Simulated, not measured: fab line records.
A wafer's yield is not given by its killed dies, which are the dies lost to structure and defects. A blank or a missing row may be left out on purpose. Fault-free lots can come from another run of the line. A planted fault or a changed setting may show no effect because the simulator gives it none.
Which tool did it? || flow berkeley-cmos170 || Sampling: 15 lots, 45 wafers, 4 of 331 route steps

WHAT THE GAUGES SHOWED, per wafer
UCB170_WELLDRIVE_THK_MEAS_02. Usual: WELLDRIVE_OXIDE_THK gives 201 nm (standard deviation 4.2).
{"lot": "L205", "measured": "day 3 17:47", "on": "film-metro-01", "WELLDRIVE_OXIDE_THK (nm)": "210 210 207", "flag": ""}
{"lot": "L206", "measured": "day 4 06:08", "on": "film-metro-02", "WELLDRIVE_OXIDE_THK (nm)": "203 201 201", "flag": ""}
{"lot": "L207", "measured": "day 4 10:43", "on": "film-metro-04", "WELLDRIVE_OXIDE_THK (nm)": "202 202 205", "flag": ""}
{"lot": "L209", "measured": "day 4 16:31", "on": "film-metro-04", "WELLDRIVE_OXIDE_THK (nm)": "197 201 204", "flag": ""}
{"lot": "L208", "measured": "day 4 16:31", "on": "film-metro-01", "WELLDRIVE_OXIDE_THK (nm)": "202 198 198", "flag": ""}
{"lot": "L210", "measured": "day 5 01:43", "on": "film-metro-04", "WELLDRIVE_OXIDE_THK (nm)": "192 196 194", "flag": ""}
{"lot": "L211", "measured": "day 5 01:44", "on": "film-metro-02", "WELLDRIVE_OXIDE_THK (nm)": "201 196 199", "flag": ""}
{"lot": "L212", "measured": "day 5 09:28", "on": "film-metro-02", "WELLDRIVE_OXIDE_THK (nm)": "196 193 193", "flag": ""}
{"lot": "L215", "measured": "day 5 21:29", "on": "film-metro-04", "WELLDRIVE_OXIDE_THK (nm)": "198 199 201", "flag": ""}
{"lot": "L220", "measured": "day 7 00:20", "on": "film-metro-01", "WELLDRIVE_OXIDE_THK (nm)": "198 198 198", "flag": ""}
{"lot": "L221", "measured": "day 7 10:44", "on": "film-metro-04", "WELLDRIVE_OXIDE_THK (nm)": "199 201 199", "flag": ""}
{"lot": "L222", "measured": "day 7 10:44", "on": "film-metro-02", "WELLDRIVE_OXIDE_THK (nm)": "205 208 205", "flag": ""}
{"lot": "L224", "measured": "day 7 10:49", "on": "film-metro-04", "WELLDRIVE_OXIDE_THK (nm)": "201 201 197", "flag": ""}
{"lot": "L225", "measured": "day 8 04:40", "on": "film-metro-01", "WELLDRIVE_OXIDE_THK (nm)": "204 207 207", "flag": ""}
{"lot": "L227", "measured": "day 8 09:51", "on": "film-metro-01", "WELLDRIVE_OXIDE_THK (nm)": "200 200 200", "flag": ""}

UCB170_PVT_TW_MEAS_09. Usual: PVT_TW gives 511 (standard deviation 3).
{"lot": "L205", "measured": "day 5 18:39", "on": "film-metro-03", "PVT_TW": "509 508 510", "flag": ""}
{"lot": "L206", "measured": "day 6 10:10", "on": "film-metro-03", "PVT_TW": "510 509 513", "flag": ""}
{"lot": "L207", "measured": "day 6 20:08", "on": "film-metro-03", "PVT_TW": "509 511 509", "flag": ""}
{"lot": "L209", "measured": "day 6 20:41", "on": "film-metro-01", "PVT_TW": "512 510 509", "flag": ""}
{"lot": "L208", "measured": "day 6 20:25", "on": "film-metro-04", "PVT_TW": "515 514 513", "flag": ""}
{"lot": "L210", "measured": "day 7 06:04", "on": "film-metro-03", "PVT_TW": "511 509 510", "flag": ""}
{"lot": "L211", "measured": "day 7 06:02", "on": "film-metro-01", "PVT_TW": "515 513 513", "flag": ""}
{"lot": "L212", "measured": "day 7 18:22", "on": "film-metro-01", "PVT_TW": "515 515 514", "flag": ""}
{"lot": "L215", "measured": "day 8 05:25", "on": "film-metro-03", "PVT_TW": "511 511 508", "flag": ""}
{"lot": "L220", "measured": "day 9 06:54", "on": "film-metro-03", "PVT_TW": "511 510 510", "flag": ""}
{"lot": "L221", "measured": "day 9 07:20", "on": "film-metro-01", "PVT_TW": "506 506 508", "flag": ""}
{"lot": "L222", "measured": "day 9 07:10", "on": "film-metro-01", "PVT_TW": "509 510 508", "flag": ""}
{"lot": "L224", "measured": "day 9 07:13", "on": "film-metro-03", "PVT_TW": "509 511 507", "flag": ""}
{"lot": "L225", "measured": "day 10 06:39", "on": "film-metro-01", "PVT_TW": "513 512 510", "flag": ""}
{"lot": "L227", "measured": "day 10 06:24", "on": "film-metro-04", "PVT_TW": "516 517 518", "flag": ""}

UCB170_PLDD_OVL_MEAS_07. Usual: PLDD_OVL gives 1 nm (standard deviation 4.3).
{"lot": "L205", "measured": "day 6 10:15", "on": "overlay-02", "PLDD_OVL (nm)": "-1 6 6", "flag": ""}
{"lot": "L206", "measured": "day 7 00:14", "on": "overlay-02", "PLDD_OVL (nm)": "4 1 -3", "flag": ""}
{"lot": "L207", "measured": "day 7 14:09", "on": "overlay-02", "PLDD_OVL (nm)": "-5 -2 -6", "flag": ""}
{"lot": "L209", "measured": "day 7 14:23", "on": "overlay-01", "PLDD_OVL (nm)": "-4 -9 -3", "flag": ""}
{"lot": "L208", "measured": "day 7 14:18", "on": "overlay-01", "PLDD_OVL (nm)": "4 3 2", "flag": ""}
{"lot": "L210", "measured": "day 7 23:56", "on": "overlay-02", "PLDD_OVL (nm)": "-2 1 0", "flag": ""}
{"lot": "L211", "measured": "day 7 23:44", "on": "overlay-01", "PLDD_OVL (nm)": "-5 -4 0", "flag": ""}
{"lot": "L212", "measured": "day 8 06:59", "on": "overlay-01", "PLDD_OVL (nm)": "-7 -2 1", "flag": ""}
{"lot": "L215", "measured": "day 8 22:04", "on": "overlay-01", "PLDD_OVL (nm)": "5 5 5", "flag": ""}
{"lot": "L220", "measured": "day 10 00:43", "on": "overlay-02", "PLDD_OVL (nm)": "2 5 5", "flag": ""}
{"lot": "L221", "measured": "day 10 00:11", "on": "overlay-01", "PLDD_OVL (nm)": "-2 -2 1", "flag": ""}
{"lot": "L222", "measured": "day 9 23:54", "on": "overlay-02", "PLDD_OVL (nm)": "3 -5 3", "flag": ""}
{"lot": "L224", "measured": "day 10 00:20", "on": "overlay-02", "PLDD_OVL (nm)": "1 -2 0", "flag": ""}
{"lot": "L225", "measured": "day 10 20:16", "on": "overlay-01", "PLDD_OVL (nm)": "6 -1 9", "flag": ""}
{"lot": "L227", "measured": "day 10 20:09", "on": "overlay-02", "PLDD_OVL (nm)": "1 3 4", "flag": ""}

TOOL THAT RAN EACH LOT (tool first, then ch and the chambers of the sampled wafers, then the start)
{"lot": "L205", "UCB170_NWELL_CLEAN_17": "wet-bench-02 ch 1, day 2 10:22"}
{"lot": "L206", "UCB170_NWELL_CLEAN_17": "wet-bench-01 ch 3, day 2 21:43"}
{"lot": "L207", "UCB170_NWELL_CLEAN_17": "wet-bench-01 ch 0, day 3 04:56"}
{"lot": "L209", "UCB170_NWELL_CLEAN_17": "wet-bench-02 ch 0, day 3 11:13"}
{"lot": "L208", "UCB170_NWELL_CLEAN_17": "wet-bench-03 ch 0, day 3 11:15"}
{"lot": "L210", "UCB170_NWELL_CLEAN_17": "wet-bench-02 ch 3, day 3 19:01"}
{"lot": "L211", "UCB170_NWELL_CLEAN_17": "wet-bench-03 ch 2, day 3 20:20"}
{"lot": "L212", "UCB170_NWELL_CLEAN_17": "wet-bench-03 ch 1, day 4 03:38"}
{"lot": "L215", "UCB170_NWELL_CLEAN_17": "wet-bench-01 ch 1, day 4 16:01"}
{"lot": "L220", "UCB170_NWELL_CLEAN_17": "wet-bench-01 ch 2, day 5 18:23"}
{"lot": "L221", "UCB170_NWELL_CLEAN_17": "wet-bench-03 ch 0, day 6 02:25"}
{"lot": "L222", "UCB170_NWELL_CLEAN_17": "wet-bench-02 ch 3, day 6 06:38"}
{"lot": "L224", "UCB170_NWELL_CLEAN_17": "wet-bench-02 ch 3, day 6 11:07"}
{"lot": "L225", "UCB170_NWELL_CLEAN_17": "wet-bench-01 ch 1, day 6 21:26"}
{"lot": "L227", "UCB170_NWELL_CLEAN_17": "wet-bench-03 ch 3, day 7 01:22"}
- UCB170_NWELL_CLEAN_17: cleans in SPM, time 600 s.

WHAT THE TOOLS THEMSELVES READ (means of the sampled wafers that have a number; where no wafer has one, the mark that the record gives instead)
UCB170_NWELL_CLEAN_17. Usual: bath-guard-temp-C 120.00 C, standard deviation 0.24; bath-heat-duty-pct 13.5 %, standard deviation 1.4.
{"lot": "L205", "tool": "wet-bench-02", "bath-guard-temp-C (C)": 120.55, "bath-heat-duty-pct (%)": 13.9, "flag": ""}
{"lot": "L206", "tool": "wet-bench-01", "bath-guard-temp-C (C)": 119.90, "bath-heat-duty-pct (%)": 13.9, "flag": ""}
{"lot": "L207", "tool": "wet-bench-01", "bath-guard-temp-C (C)": 120.02, "bath-heat-duty-pct (%)": 14.6, "flag": ""}
{"lot": "L209", "tool": "wet-bench-02", "bath-guard-temp-C (C)": 119.91, "bath-heat-duty-pct (%)": 11.0, "flag": ""}
{"lot": "L208", "tool": "wet-bench-03", "bath-guard-temp-C (C)": 120.12, "bath-heat-duty-pct (%)": 13.3, "flag": ""}
{"lot": "L210", "tool": "wet-bench-02", "bath-guard-temp-C (C)": "-", "bath-heat-duty-pct (%)": "-", "flag": "OFF"}
{"lot": "L211", "tool": "wet-bench-03", "bath-guard-temp-C (C)": "-", "bath-heat-duty-pct (%)": "-", "flag": "OFF"}
{"lot": "L212", "tool": "wet-bench-03", "bath-guard-temp-C (C)": "-", "bath-heat-duty-pct (%)": "-", "flag": "OFF"}
{"lot": "L215", "tool": "wet-bench-01", "bath-guard-temp-C (C)": 120.02, "bath-heat-duty-pct (%)": 12.3, "flag": ""}
{"lot": "L220", "tool": "wet-bench-01", "bath-guard-temp-C (C)": 119.81, "bath-heat-duty-pct (%)": 14.4, "flag": ""}
{"lot": "L221", "tool": "wet-bench-03", "bath-guard-temp-C (C)": 120.02, "bath-heat-duty-pct (%)": 12.3, "flag": ""}
{"lot": "L222", "tool": "wet-bench-02", "bath-guard-temp-C (C)": 119.93, "bath-heat-duty-pct (%)": 14.3, "flag": ""}
{"lot": "L224", "tool": "wet-bench-02", "bath-guard-temp-C (C)": 119.91, "bath-heat-duty-pct (%)": 14.3, "flag": ""}
{"lot": "L225", "tool": "wet-bench-01", "bath-guard-temp-C (C)": 120.06, "bath-heat-duty-pct (%)": 12.0, "flag": ""}
{"lot": "L227", "tool": "wet-bench-03", "bath-guard-temp-C (C)": 119.93, "bath-heat-duty-pct (%)": 15.2, "flag": ""}

THE ANSWER, worked out from the rows above alone
Rule: lot off if the mean of its wafers having a number is beyond 3 standard deviations from the usual mean. A lot without any number at a reading at which 4 lots or more have one is off too. The other lots that the step has rows for count as sound. The gauges are gone through in route order, then the tools' own readings, and for those a lot's mean is taken as printed above. At the first step where some lot is off, the reading lying furthest off is the one used; lots without a number count as furthest.
Off: L210, L211, L212, at UCB170_NWELL_CLEAN_17 (bath-guard-temp-C). Without a number there: L210, L211, L212.
A tool fits if, at that step or a process step before it, it ran every lot that is off, and no sound lot after the first of them. No candidate that was tried fits.

WHAT WAS PUT IN BY THE SIMULATOR
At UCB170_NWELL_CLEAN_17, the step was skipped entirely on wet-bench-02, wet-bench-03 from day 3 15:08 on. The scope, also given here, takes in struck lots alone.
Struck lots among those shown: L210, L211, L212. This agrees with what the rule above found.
